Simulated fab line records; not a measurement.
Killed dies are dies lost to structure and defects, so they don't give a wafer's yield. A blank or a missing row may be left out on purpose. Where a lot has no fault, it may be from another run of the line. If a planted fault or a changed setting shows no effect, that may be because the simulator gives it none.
Which of the tools did it? :: flow berkeley-cmos170 :: 12 lots with 36 wafers sampled at 2 steps, on a route of 331 steps

== WHAT THE GAUGES SHOWED, per wafer ==
UCB170_CONTACT_THK_MEAS_02. Usual: CONTACT_PSG_THK typically reads 702 nm, with standard deviation 7.3.
lot: L219
measured: day 6 09:58
on: film-metro-02
CONTACT_PSG_THK (nm): 715 712 708
flag: 

lot: L220
measured: day 6 22:45
on: film-metro-01
CONTACT_PSG_THK (nm): 699 703 695
flag: 

lot: L222
measured: day 7 11:25
on: film-metro-01
CONTACT_PSG_THK (nm): 604 608 598
flag: OFF

lot: L221
measured: day 7 13:12
on: film-metro-02
CONTACT_PSG_THK (nm): 601 604 600
flag: OFF

lot: L223
measured: day 7 13:11
on: film-metro-03
CONTACT_PSG_THK (nm): 601 603 609
flag: OFF

lot: L224
measured: day 7 13:11
on: film-metro-01
CONTACT_PSG_THK (nm): 601 597 600
flag: OFF

lot: L231
measured: day 8 20:43
on: film-metro-01
CONTACT_PSG_THK (nm): 700 701 700
flag: 

lot: L233
measured: day 9 13:11
on: film-metro-03
CONTACT_PSG_THK (nm): 709 704 714
flag: 

lot: L232
measured: day 9 14:56
on: film-metro-03
CONTACT_PSG_THK (nm): 705 708 710
flag: 

lot: L238
measured: day 10 23:18
on: film-metro-03
CONTACT_PSG_THK (nm): 702 701 700
flag: 

lot: L239
measured: day 11 01:05
on: film-metro-02
CONTACT_PSG_THK (nm): 692 707 701
flag: 

lot: L242
measured: day 11 08:56
on: film-metro-02
CONTACT_PSG_THK (nm): 706 701 704
flag: 

== WHICH TOOL RAN EACH LOT (tool, then ch and the chambers of the sampled wafers, then the start) ==
lot: L219
UCB170_CONTACT_CVD_01: lpcvd-02 ch 0, day 6 08:10

lot: L220
UCB170_CONTACT_CVD_01: lpcvd-02 ch 0, day 6 20:58

lot: L222
UCB170_CONTACT_CVD_01: lpcvd-02 ch 1, day 7 09:37

lot: L221
UCB170_CONTACT_CVD_01: lpcvd-02 ch 0, day 7 11:23

lot: L223
UCB170_CONTACT_CVD_01: lpcvd-02 ch 0, day 7 11:23

lot: L224
UCB170_CONTACT_CVD_01: lpcvd-02 ch 1, day 7 11:23

lot: L231
UCB170_CONTACT_CVD_01: lpcvd-01 ch 1, day 8 18:55

lot: L233
UCB170_CONTACT_CVD_01: lpcvd-01 ch 0, day 9 11:22

lot: L232
UCB170_CONTACT_CVD_01: lpcvd-01 ch 1, day 9 13:10

lot: L238
UCB170_CONTACT_CVD_01: lpcvd-01 ch 1, day 10 21:31

lot: L239
UCB170_CONTACT_CVD_01: lpcvd-01 ch 1, day 10 23:18

lot: L242
UCB170_CONTACT_CVD_01: lpcvd-01 ch 0, day 11 07:09
- UCB170_CONTACT_CVD_01: deposits PSG from SiH4/O2/PH3, target thk 700 nm, time 2820 s.

== WHAT THE TOOLS THEMSELVES READ (means of the sampled wafers that have a number; where no wafer has one, the mark that the record gives instead) ==
The record holds no such reading with a usual standard deviation.

== THE ANSWER, worked out from the rows above alone ==
Rule: take the mean of a lot's wafers that have a number; if it is more than 3 standard deviations from the usual mean, the lot is off. A lot without any number at a reading at which 4 lots or more have one is off too. All remaining lots with rows at the step are treated as sound. First the gauges in route order, then the tools' own readings, where a lot's mean is used as printed above. The first step at which some lot is off is used, and at that step the reading that is off furthest; a lot without a number counts as furthest.
Off: L222, L221, L223, L224, at UCB170_CONTACT_THK_MEAS_02 (CONTACT_PSG_THK).
A tool fits if, at a process step before that reading, it ran every lot that is off, and no sound lot after the first of them. Gauges at UCB170_CONTACT_THK_MEAS_02: tried the same way as those tools. One candidate fits, namely lpcvd-02 at UCB170_CONTACT_CVD_01. A fault onset in the window from L220 (day 6 20:58, its last sound lot) to L222 (day 7 09:37, its first lot off) fits.

== WHAT HAD BEEN PUT IN BY THE SIMULATOR ==
Site profile drift: lpcvd-02, from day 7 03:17 on, at UCB170_CONTACT_CVD_01. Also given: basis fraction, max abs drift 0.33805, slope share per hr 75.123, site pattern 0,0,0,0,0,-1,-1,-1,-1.
Shown lots that were struck: L222, L224, L223, L221. The rule above found the same.
